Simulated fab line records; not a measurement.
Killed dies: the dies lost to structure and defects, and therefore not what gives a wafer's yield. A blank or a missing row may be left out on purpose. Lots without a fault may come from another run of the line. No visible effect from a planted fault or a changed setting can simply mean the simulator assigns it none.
Which tool is to blame? ; flow rit cmos ; 15 lots, 45 wafers sampled, at 2 steps of a route of 202

WHAT THE GAUGES SHOWED, per wafer
RIT_NSD_OVL_MEAS_06.
lot;measured;on;NSD_OVL (nm)
L451;day 3 00:15;overlay-01;0.5 1.2 0.3
L452;day 3 05:22;overlay-01;3.0 1.8 3.8
L453;day 3 11:53;overlay-02;-0.1 -0.2 -0.2
L454;day 3 14:34;overlay-01;-0.5 -1.8 -1.8
L455;day 3 20:14;overlay-01;0.3 0.7 -0.2
L456;day 4 00:34;overlay-01;1.4 1.0 2.7
L457;day 4 04:58;overlay-02;419.3 420.8 420.4 418.9 419.8 420.4
L458;day 4 11:13;overlay-01;3.0 4.4 3.4
L460;day 4 21:11;overlay-01;421.4 422.6 423.1 421.2 422.4 422.7
L461;day 5 01:01;overlay-02;420.4 420.7 422.5 420.0 420.4 421.8
L463;day 5 10:13;overlay-02;422.2 422.5 420.7 422.5 422.8 420.1
L464;day 5 16:44;overlay-01;1.0 0.2 -0.2
L465;day 5 21:05;overlay-02;2.4 2.1 3.0
L467;day 6 06:40;overlay-02;-1.4 -1.6 -0.8
L469;day 6 16:53;overlay-02;-0.7 1.0 -2.0

EACH LOT AND THE TOOL THAT RAN IT (in order: tool; ch and the chambers of the sampled wafers; start)
lot;RIT_NSD_EXPOSE_03
L451;iline stepper-01 ch 0, day 2 23:45
L452;iline stepper-01 ch 0, day 3 04:59
L453;iline stepper-02 ch 0, day 3 11:31
L454;iline stepper-01 ch 0, day 3 14:11
L455;iline stepper-01 ch 0, day 3 19:50
L456;iline stepper-02 ch 0, day 4 00:10
L457;iline stepper-01 ch 0, day 4 04:35
L458;iline stepper-02 ch 0, day 4 10:52
L460;iline stepper-01 ch 0, day 4 20:47
L461;iline stepper-01 ch 0, day 5 00:37
L463;iline stepper-01 ch 0, day 5 09:49
L464;iline stepper-02 ch 0, day 5 16:20
L465;iline stepper-02 ch 0, day 5 20:39
L467;iline stepper-02 ch 0, day 6 06:17
L469;iline stepper-02 ch 0, day 6 16:18
- RIT_NSD_EXPOSE_03: exposes mask M9, target cd 40700 nm.

AS READ BY THE TOOLS THEMSELVES (means over the sampled wafers that have a number; for cases with no such wafer, the mark the record gives instead)
The record holds no such reading with a usual standard deviation.

THE ANSWER, worked out from the rows above alone
Rule: the usual values come from the lots themselves. The widest of any qualifying gaps counts: lots, ordered by their means at a reading, are off when they make up no more than a third of the lots, leave a main group of 4 or more, and stand apart from it by 3 or more times the standard deviation of that group's means. A main group is skipped when, at the precision printed for the reading in the tables above, its means are all equal. A lot without any number at a reading at which 4 lots or more have one is off too. All remaining lots with rows at the step are treated as sound. Order of review: gauges by route order, followed by the tools' own readings, for which a lot's mean as printed above is used. The first step at which some lot is off is used, and at that step the reading that is off furthest; a lot without a number counts as furthest.
Off: at RIT_NSD_OVL_MEAS_06 (NSD_OVL), L457, L460, L461, L463. The main group: mean 0.8 nm, standard deviation 1.6.
A tool fits if, at a process step before that reading, it ran every lot that is off, and no sound lot after the first of them. Gauges at RIT_NSD_OVL_MEAS_06: tried the same way as those tools. One fits: RIT_NSD_EXPOSE_03 on iline stepper-01. Its last sound lot is L455 (day 3 19:50), its first lot that is off L457 (day 4 04:35): a fault that began between those two fits.

WHAT WAS PUT IN BY THE SIMULATOR
Scanner matching overlay: iline stepper-01, from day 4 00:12 on, at RIT_NSD_EXPOSE_03. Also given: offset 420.
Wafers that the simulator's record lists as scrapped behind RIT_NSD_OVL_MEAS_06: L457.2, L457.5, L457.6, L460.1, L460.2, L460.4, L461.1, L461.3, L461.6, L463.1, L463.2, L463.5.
Lots struck among those shown: L457, L460, L461, L463. The rule above reached the same finding.
